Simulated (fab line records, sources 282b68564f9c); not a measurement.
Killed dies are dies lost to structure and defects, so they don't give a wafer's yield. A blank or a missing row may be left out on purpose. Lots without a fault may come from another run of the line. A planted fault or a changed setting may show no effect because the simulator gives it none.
Problem report in the 8D (eight disciplines) form, filled by code | flow rit_cmos | the parts of the form that need people (team, actions taken, sign-off) are left out

1. THE PROBLEM
ACTIVE_NITRIDE_THK at RIT_ACTIVE_THK_MEAS_04 reads a mean of 128.8 nm on 6 wafers of 2 lots; wafers without a fault read 149.8 nm with a standard deviation of 1.4. That is -15 standard deviations from the usual mean.
First seen on wafer L393.2, day 2 15:41, on film_metro-02. The record holds 42 wafers of 14 lots with a number at this step. Rule for "out", or "out of limits": more than 4 standard deviations from the usual mean. The other wafers with a number count as sound.

2. WHAT IT IS AND WHAT IT IS NOT
question                    | is                     | is not
which readings at this step | ACTIVE_NITRIDE_THK     | -
which lots                  | L393, L397             | L388, L389, L390, L391, L392, L401, L404, L405, L408, L409, L410, L411
which wafers of those lots  | all that have a number | -
read on which gauges        | film_metro-02          | film_metro-03, film_metro-04
when                        | from day 2 15:41       | up to then (15 sound wafers); but 21 sound wafers of L401, L404, L405, L408, L409, L410, L411 came after

3. SUSPECTS, AND WHAT RULES EACH OUT
Counting: a tool at a process step up to the reading stays a suspect if it ran every lot that is out and no sound lot after the first of them.
- the gauge at RIT_ACTIVE_THK_MEAS_04: kept. All the wafers that are out were read on film_metro-02, and no step on other tools shows them out.
- lpcvd-01 at RIT_ACTIVE_CVD_03 (deposits Si3N4 from SiH2Cl2/NH3, target thk 150 nm, time 1500 s): ruled out as a lasting fault. Sound lots L408, L410 ran on it after its first lot that is out, L393 (day 2 14:16).
Left after counting: film_metro-02 at RIT_ACTIVE_THK_MEAS_04.

4. THE CAUSE (what the simulator had put in)
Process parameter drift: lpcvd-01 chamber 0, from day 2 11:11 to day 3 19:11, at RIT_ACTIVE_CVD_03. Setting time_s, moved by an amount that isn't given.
Counting ruled it out, wrongly: the rule takes a fault to strike every lot that its tool runs from its start on, and this one did not.

5. THE CHAIN OF EFFECTS, in route order
Each row: a reading whose mean over the struck wafers that have a number lies more than 3 standard deviations from the usual. Only readings for which the record gives a usual standard deviation are gone through. hours: the time from each lot's start at the first step in this table that gives one to its start at this step, as a median over the lots. sigmas: the change in usual standard deviations.
hours | step                   | reading            | usual      | on struck wafers | change | sigmas
0     | RIT_ACTIVE_THK_MEAS_04 | ACTIVE_NITRIDE_THK | 149.8 nm   | 128.8            | -21.0  | -15
6     | RIT_ACTIVE_ETCH_13     | oes_product_au     | 0.817 a.u. | 0.758            | -0.059 | -5.4
The process steps in it:
- RIT_ACTIVE_ETCH_13: etches Si3N4 in SF6, stops on SiO2, time 210 s, target depth 210 nm.
Later measuring or inspecting steps at which every struck wafer that the step has a row for has a number for every such reading, and none has moved that far: RIT_PRETRO_OVL_MEAS_06, RIT_GATE_OVL_MEAS_17.

6. WHAT WOULD HAVE CAUGHT IT SOONER
In this record the first reading out of limits at a measuring or inspecting step was taken at day 2 15:41, 4 hours after the fault began at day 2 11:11.
